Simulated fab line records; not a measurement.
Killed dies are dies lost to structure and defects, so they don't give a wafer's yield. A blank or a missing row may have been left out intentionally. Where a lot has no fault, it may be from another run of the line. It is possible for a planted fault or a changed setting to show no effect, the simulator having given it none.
Problem report, 8D (eight disciplines) form, completed by code :: flow berkeley-cmos170 :: the parts of the form that need people (team, actions taken, sign-off) are left out

1. THE PROBLEM
Wafers free of any fault read 0.0318 ohm/sq (standard deviation 0.00039) for M2_AL_RS at UCB170_M2_RS_MEAS_02, against a mean of 0.0377 ohm/sq on 6 wafers of 2 lots. That puts it +15 standard deviations away from the usual mean.
The step: measures by four-point-probe.
The first sign was on wafer L389.1 at day 10 12:14, on film-metro-01. At this step, 42 wafers from 14 lots have a number in the record. Rule for "out" (also "out of limits"): further than 4 standard deviations from the usual mean. The rest of the wafers with a number are treated as sound.

2. WHAT IT IS, AND WHAT IT ISN'T
question: which readings at this step
is: M2_AL_RS
is not: -

question: which lots
is: L389, L390
is not: L378, L379, L380, L381, L382, L383, L386, L393, L394, L397, L400, L401

question: which wafers of those lots
is: all that have a number
is not: -

question: read on which gauges
is: film-metro-01, film-metro-02
is not: film-metro-04

question: when
is: from day 10 12:14
is not: up to then (21 sound wafers); but 15 sound wafers of L393, L394, L397, L400, L401 came after

3. WHAT RULES OUT EACH SUSPECT
Counting: a tool at any process step up to the reading remains a suspect when it ran all the lots that are out and ran no sound lot after the first of those.
- the gauge at UCB170_M2_RS_MEAS_02 is ruled out. The wafers that are out were read on 2 gauges (film-metro-01, film-metro-02).
- pvd-sputter-02 at UCB170_M2_SPUTTER_01 (material Al, target thk 900 nm, time 120 s): kept. Every lot that is out went through it, starting with L389 (day 10 12:10), and after that it ran no sound lot; the last sound lot it ran before then is L386 (day 9 05:23).
Left after counting: pvd-sputter-02 at UCB170_M2_SPUTTER_01.

4. THE CAUSE (what the simulator had put in)
Site profile drift: pvd-sputter-02, from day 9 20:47 on, at UCB170_M2_SPUTTER_01. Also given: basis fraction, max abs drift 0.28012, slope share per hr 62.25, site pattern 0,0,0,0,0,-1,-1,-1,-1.
Only this tool survived the counting.

5. SEQUENCE OF EFFECTS, ordered by route
Rows list readings where the struck wafers' mean (over those with a number) sits beyond 3 standard deviations from the usual. Only readings whose record carries a usual standard deviation are examined. hours: median over the lots of the time between each lot's start at the first step of this table that gives one and its start at this step. sigmas: the change, counted in usual standard deviations.
hours: 0
step: UCB170_M2_RS_MEAS_02
reading: M2_AL_RS
usual: 0.0318 ohm/sq
on struck wafers: 0.0377
change: +0.0059
sigmas: +15

hours: 0
step: UCB170_M2_THK_MEAS_03
reading: M2_AL_THK
usual: 920 nm
on struck wafers: 803
change: -117
sigmas: -9.0

hours: 3
step: UCB170_M2_METAL_ETCH_18
reading: oes-product-au
usual: 0.858 a.u.
on struck wafers: 0.796
change: -0.062
sigmas: -6.2
It contains these process steps:
- UCB170_M2_METAL_ETCH_18: etches Al in Cl2/BCl3, stops on SiO2, target depth 1170 nm, time 195 s.
Later measuring or inspecting steps at which every struck wafer that the step has a row for has a number for every such reading, and none has moved that far: UCB170_M2_CD_MEAS_15, UCB170_M2_OVL_MEAS_16.

6. WHAT WOULD HAVE CAUGHT IT SOONER
15 hours passed between the start of the fault at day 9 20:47 and the first reading out of limits at a measuring or inspecting step in this record, taken at day 10 12:14.
No tool reading at UCB170_M2_SPUTTER_01 that has a usual standard deviation in the record was out on any struck wafer, so an alarm limit of 4 standard deviations on those readings would not have fired.
Of the lots that are out (2), L390 began UCB170_M2_SPUTTER_01 on pvd-sputter-02 after day 10 12:14. A tool hold placed at that time would have kept it from harm.
